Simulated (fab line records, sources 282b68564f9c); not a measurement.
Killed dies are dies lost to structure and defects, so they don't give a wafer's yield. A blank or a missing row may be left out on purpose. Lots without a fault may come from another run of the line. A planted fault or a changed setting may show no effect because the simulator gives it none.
fab line records | flow rit_cmos
record lots=6 wafers=18 last_day=7
route steps=202 shown REOX@100 NLDD@103 M1@202
lots that met no fault: from a run of the same line without faults
start_h: hours from the record's first day to the start of the lot's first wafer shown | wait_h: hours since the lot's step before | " the same as in the row above | L1.1+2: a row that stands for several wafers | - no value, or no start given | * or withheld: withheld | < > ~ a bound
route shown NAME@n: a module of which the file shows steps, and the number in the route of the first | usual: mean/standard deviation of fault-free wafers | same: alike in all rows | chamber/n: place in a boat | sites: the reading at each site | _std_site: their standard deviation | _edge_site: outer sites' mean less inner sites' | radius_mm: how far each site lies from the wafer's centre | mask NAME#n: copy n | behind: the tool/chamber that last shaped the wafer | hold: why the lot was held/for how many hours/how that ended | device: the transistor (n, p or np) that didn't switch | end of line: the same wafers' tests at the end of the route | a step without rows: its recipe alone | killed: dies lost to structure and defects at the first sort, not the wafer's yield | map: a wafer's dies, x killed, . not, _ none there
set.NAME: the setting as run; set.NAME@STEP: as run at that earlier step | model.NAME: the simulator's own value behind a step, which no gauge read
lots at some steps of the route; a table a step, a row a wafer
services: from which hour (start_h, from the record's first day; less than 0 if before it) a tool's chamber was out of use, for how many hours, and why
## steps
# step RIT_REOX_CLEAN_02
# recipe chemistry=SC2 mix=3:3:50 time_s=583.4 temp_c=75 dry=n2_spin
# step RIT_REOX_OXIDATION_03
# recipe temp_c=900 ambient=O2 target_thk_a=252 ox_time_s=5580
# step RIT_REOX_THK_MEAS_04
# recipe reads=SiO2_of_REOX_OXIDATION_03
# usual REOX_OXIDE_THK=25.0/0.43
# columns lot.wafer tool chamber start_h wait_h REOX_OXIDE_THK[nm]
L727.2 film_metro-02 - 63.54 0.0 25.0
L727.5 " - " " 24.5
L727.6 " - " " 24.9
L728.1 film_metro-02 - 67.35 0.0 25.3
L728.3 " - " " 25.2
L728.5 " - " " 25.1
L731.1 film_metro-01 - 81.00 0.0 24.5
L731.3 " - " " 24.4
L731.5 " - " " 24.8
L733.1 film_metro-01 - 89.49 0.0 24.7
L733.3 " - " " 24.8
L733.6 " - " " 24.8
L741.1 film_metro-03 - 130.65 0.0 25.3
L741.4 " - " " 24.6
L741.5 " - " " 25.3
L744.3 film_metro-03 - 143.41 0.0 25.2
L744.4 " - " " 24.8
L744.6 " - " " 24.6
# step RIT_NLDD_HMDS_00
# recipe prime_time_s=60 prime_temp_c=140
# step RIT_NLDD_COAT_01
# recipe resist=NOVOLAK spin_rpm=3250 resist_thk_nm=1000
# step RIT_NLDD_SOFTBAKE_02
# recipe resist=NOVOLAK temp_c=90 time_s=60
# step RIT_NLDD_EXPOSE_03
# recipe mask_id=M7 na=0.57 target_cd_nm=40700 dose_mj=250
# step RIT_NLDD_PEB_04
# recipe resist=NOVOLAK temp_c=withheld time_s=withheld
# step RIT_NLDD_DEVELOP_05
# recipe resist=NOVOLAK develop_time_s=50 dev_temp_c=23
# step RIT_NLDD_OVL_MEAS_06
# usual NLDD_OVL=0.1/1.4
# columns lot.wafer tool chamber start_h wait_h NLDD_OVL[nm]
L727.2 overlay-02 - 64.50 - -0.2
L727.5 " - " " -1.4
L727.6 " - " " -0.9
L728.1 overlay-01 - 68.30 - -1.4
L728.3 " - " " -1.4
L728.5 " - " " -0.5
L731.1 overlay-01 - 82.30 - 1.5
L731.3 " - " " 1.6
L731.5 " - " " 1.5
L733.1 overlay-01 - 90.64 - -3.5
L733.3 " - " " 1.0
L733.6 " - " " -0.5
L741.1 overlay-02 - 131.68 - -0.1
L741.4 " - " " 2.4
L741.5 " - " " 1.8
L744.3 overlay-02 - 144.43 - 1.1
L744.4 " - " " 1.4
L744.6 " - " " 1.5
# step RIT_NLDD_HARDBAKE_07
# recipe resist=NOVOLAK temp_c=140 time_s=60
# step RIT_NLDD_IMPLANT_08
# recipe species=P energy_kev=20 dose_cm2=5e+14 tilt_deg=7
# step RIT_NLDD_STRIP_09
# recipe chemistry=O2 time_s=180 resist=NOVOLAK platen_temp_c=withheld power_w=508 pressure_mtorr=4000 o2_flow_sccm=4000
# usual chamber_pressure_mTorr=3999/3.7 drypump_motor_current_A=5.4/0.42
# same time_s=180
# columns lot.wafer tool chamber start_h wait_h chamber_pressure_mTorr drypump_motor_current_A rf_hours_counter_h
L727.2 plasma_asher-01 1 64.83 0.1 4000 5.9 28
L727.5 " 0 " " 3999 4.8 -
L727.6 " 1 " " 4001 5.9 -
L728.1 plasma_asher-01 0 68.75 0.1 3994 4.8 29
L728.3 " 1 " " 3999 5.9 -
L728.5 " 1 " " 4002 5.9 -
L731.1 plasma_asher-01 0 82.64 0.1 3997 4.8 31
L731.3 " 1 " " 1995 5.9 -
L731.5 " 0 " " 3996 4.8 -
L733.1 plasma_asher-01 0 90.98 0.1 4004 4.7 31
L733.3 " 1 " " 2000 5.9 -
L733.6 " 1 " " 2002 5.9 -
L741.1 plasma_asher-03 0 132.02 0.1 3993 5.3 1
L741.4 " 1 " " 3995 5.2 -
L741.5 " 0 " " 3998 5.3 -
L744.3 plasma_asher-03 0 144.81 0.1 3998 5.3 -
L744.4 " 1 " " 4002 5.2 -
L744.6 " 0 " " 3999 5.3 -
# step RIT_NLDD_TW_MEAS_10
# usual NLDD_TW=2482/11
# columns lot.wafer tool chamber start_h wait_h NLDD_TW
L727.2 film_metro-03 - 65.02 0.1 2477
L727.5 " - " " 2484
L727.6 " - " " 2468
L728.1 film_metro-03 - 68.93 0.1 2472
L728.3 " - " " 2475
L728.5 " - " " 2470
L731.1 film_metro-04 - 82.81 0.1 2480
L731.3 " - " " 2471
L731.5 " - " " 2478
L733.1 film_metro-04 - 91.15 0.1 2481
L733.3 " - " " 2468
L733.6 " - " " 2470
L741.1 film_metro-04 - 132.19 0.1 2503
L741.4 " - " " 2494
L741.5 " - " " 2505
L744.3 film_metro-03 - 144.95 0.1 2500
L744.4 " - " " 2507
L744.6 " - " " 2479
# step RIT_M1_PROBE_99
# usual killed_at_front_end=6.7/2.6 killed_dies=6.8/2.6 killed_open=3.3/1.7 killed_short=3.4/2
# same gross_dies=264 killed_at_M0_to_M3=0 killed_at_M4_up=0 killed_at_back_side=0 killed_at_contacts=0 killed_at_other=0
# columns lot.wafer tool chamber start_h wait_h killed_at_front_end killed_dies killed_open killed_short
L727.2 prober-02 - 79.96 0.1 4 4 2 2
L727.5 prober-02 - 80.11 0.2 12 12 7 5
L727.6 prober-02 - 80.16 0.2 5 5 1 4
L728.1 prober-01 - 83.94 0.1 8 8 5 3
L728.3 prober-01 - 84.04 0.2 11 11 1 10
L728.5 prober-01 - 84.14 0.2 4 4 3 1
L731.1 prober-02 - 97.91 0.1 5 5 2 3
L731.3 prober-02 - 98.01 0.2 6 6 5 1
L731.5 prober-02 - 98.11 0.2 5 5 4 1
L733.1 prober-01 - 108.10 0.1 6 6 4 2
L733.3 prober-01 - 108.20 0.2 6 6 1 5
L733.6 prober-01 - 108.35 0.2 2 2 2 0
L741.1 prober-02 - 147.08 0.1 7 7 3 4
L741.4 prober-02 - 147.23 0.2 13 13 4 9
L741.5 prober-02 - 147.28 0.2 5 5 3 2
L744.3 prober-01 - 160.14 0.2 5 5 2 3
L744.4 prober-01 - 160.19 0.2 8 8 1 7
L744.6 prober-01 - 160.29 0.2 11 11 4 7
# killed by level:class
L727.2 FOX2:geometric_particle:open=2 SPACER:geometric_particle:short=2
L727.5 GATE:geometric_particle:open=4 GATE:geometric_particle:short=2 SILICIDE:geometric_particle:short=2 ACTIVE:geometric_particle:open=1 FOX1:geometric_particle:open=1 REOX:geometric_particle:open=1 SPACER:geometric_particle:short=1
L727.6 GATE:geometric_particle:short=2 SPACER:geometric_particle:short=1 REOX:geometric_particle:open=1 SILICIDE:geometric_particle:short=1
L728.1 REOX:geometric_particle:short=2 FOX1:geometric_particle:short=1 FOX1:geometric_particle:open=1 GATE:geometric_particle:open=1 REOX:geometric_particle:open=1 SPACER:geometric_particle:open=1 SILICIDE:geometric_particle:open=1
L728.3 REOX:geometric_particle:short=6 GATE:geometric_particle:short=2 GATE:geometric_particle:open=1 SPACER:geometric_particle:short=1 SILICIDE:geometric_particle:short=1
L728.5 FOX1:geometric_particle:open=1 FOX1:geometric_particle:short=1 GATE:geometric_particle:open=1 SILICIDE:geometric_particle:open=1
L731.1 FOX1:geometric_particle:open=1 GATE:geometric_particle:short=1 SPACER:geometric_particle:short=1 SILICIDE:geometric_particle:open=1 SILICIDE:geometric_particle:short=1
L731.3 FOX2:geometric_particle:open=2 GATE:geometric_particle:open=2 GATE:geometric_particle:short=1 SILICIDE:geometric_particle:open=1
L731.5 FOX2:geometric_particle:short=1 FOX2:geometric_particle:open=1 GATE:geometric_particle:open=1 REOX:geometric_particle:open=1 SILICIDE:geometric_particle:open=1
L733.1 FOX1:geometric_particle:open=2 REOX:geometric_particle:open=2 FOX1:geometric_particle:short=1 SPACER:geometric_particle:short=1
L733.3 FOX1:geometric_particle:short=1 GATE:geometric_particle:short=1 REOX:geometric_particle:short=1 REOX:geometric_particle:open=1 SPACER:geometric_particle:short=1 SILICIDE:geometric_particle:short=1
L733.6 FOX2:geometric_particle:open=1 GATE:geometric_particle:open=1
L741.1 GATE:geometric_particle:short=4 GATE:geometric_particle:open=2 FOX2:geometric_particle:open=1
L741.4 GATE:geometric_particle:short=3 FOX1:geometric_particle:short=2 FOX2:geometric_particle:short=2 REOX:geometric_particle:short=2 SILICIDE:geometric_particle:open=2 GATE:geometric_particle:open=1 REOX:geometric_particle:open=1
L741.5 GATE:geometric_particle:open=3 GATE:geometric_particle:short=1 SILICIDE:geometric_particle:short=1
L744.3 FOX1:geometric_particle:open=1 GATE:geometric_particle:short=1 REOX:geometric_particle:short=1 SPACER:geometric_particle:short=1 SPACER:geometric_particle:open=1
L744.4 GATE:geometric_particle:short=4 REOX:geometric_particle:open=1 REOX:geometric_particle:short=1 SPACER:geometric_particle:short=1 SILICIDE:geometric_particle:short=1
L744.6 GATE:geometric_particle:open=3 FOX1:geometric_particle:short=2 GATE:geometric_particle:short=2 SPACER:geometric_particle:short=2 FOX1:geometric_particle:open=1 REOX:geometric_particle:short=1
## services
# columns tool chamber start_h hours kind
plasma_asher-03 - 107.08 5.2 repair
plasma_asher-03 - 112.27 9.0 pm
plasma_asher-03 0 112.27 9.0 vent_cycle
plasma_asher-03 1 112.27 9.0 vent_cycle
plasma_asher-03 0 121.27 - clean
plasma_asher-03 1 121.27 - clean
## key
first_sign step=RIT_NLDD_STRIP_09 reading=chamber_pressure_mTorr direction=down sigmas=99+ usual=3999 struck=1999
effect none on later readings
met_at RIT_NLDD_STRIP_09
struck_wafers L731.3,L733.3,L733.6
tester_left_out L731,L733
onset_between 68.75 82.64
fault kind=process_parameter_drift tool=plasma_asher-01 chamber=1 onset_h=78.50 steps=RIT_NLDD_STRIP_09 channel=pressure_mtorr offset=-2000 shape=step end_h=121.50 acts_in=these_recipes_only stated=4000
# tester_left_out: of these lots the tester's yield and bins aren't shown, on N5 and GAA mostly nor the transistor test; their killed dies are dies lost to structure and defects alone, not to doping, threshold or leakage, so they don't give the yield
